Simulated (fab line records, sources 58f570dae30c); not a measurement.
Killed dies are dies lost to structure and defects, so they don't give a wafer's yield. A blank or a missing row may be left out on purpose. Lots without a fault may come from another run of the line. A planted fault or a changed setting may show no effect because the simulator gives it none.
Chamber matching | flow berkeley_cmos170 | UCB170_V2_ETCH_14 on rie_diel-02: 4 sister chambers
The step etches SiO2 in CHF3/CF4/Ar, stops on Al, target depth 1250 nm, time 291 s. 4 wafers are shown with their chamber, then 7 later ones without.

WAFERS WITH THEIR CHAMBER
wafer  | chamber | throttle_valve_pct (%)
L699.5 | 3       | 6.94
L700.4 | 1       | 7.02
L704.1 | 2       | 7.00
L704.3 | 0       | 6.76

WAFERS WITHOUT THEIR CHAMBER
wafer  | throttle_valve_pct (%)
L704.6 | 6.77
L708.1 | 7.03
L708.3 | 7.03
L708.6 | 7.02
L711.2 | 6.93
L711.5 | 7.00
L711.6 | 7.01

WHICH CHAMBER EACH WENT THROUGH
wafer  | from the rows above     | in truth
L704.6 | 0                       | 0
L708.1 | 1                       | 1
L708.3 | 1                       | 1
L708.6 | 1                       | 1
L711.2 | 3                       | 3
L711.5 | 2                       | 2
L711.6 | can't be placed: 1 or 2 | 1
Placed correctly: 6 of 7. Can't be placed from these rows: 1 (the true chamber is among the candidates in 1). Placed wrongly: 0.
How it was worked out, from the rows above alone: a wafer's distance from a chamber is the root of the sum, over the readings, of the square of ((its reading less the chamber's mean) divided by the reading's scatter). The wafer belongs to the nearest chamber; if the next one is less than 2 further off, it can't be placed. A chamber's mean is the mean of its shown wafers. The scatter: with one shown wafer a chamber, the root of the mean of the squares of how far each hidden wafer lies from its nearest shown one.
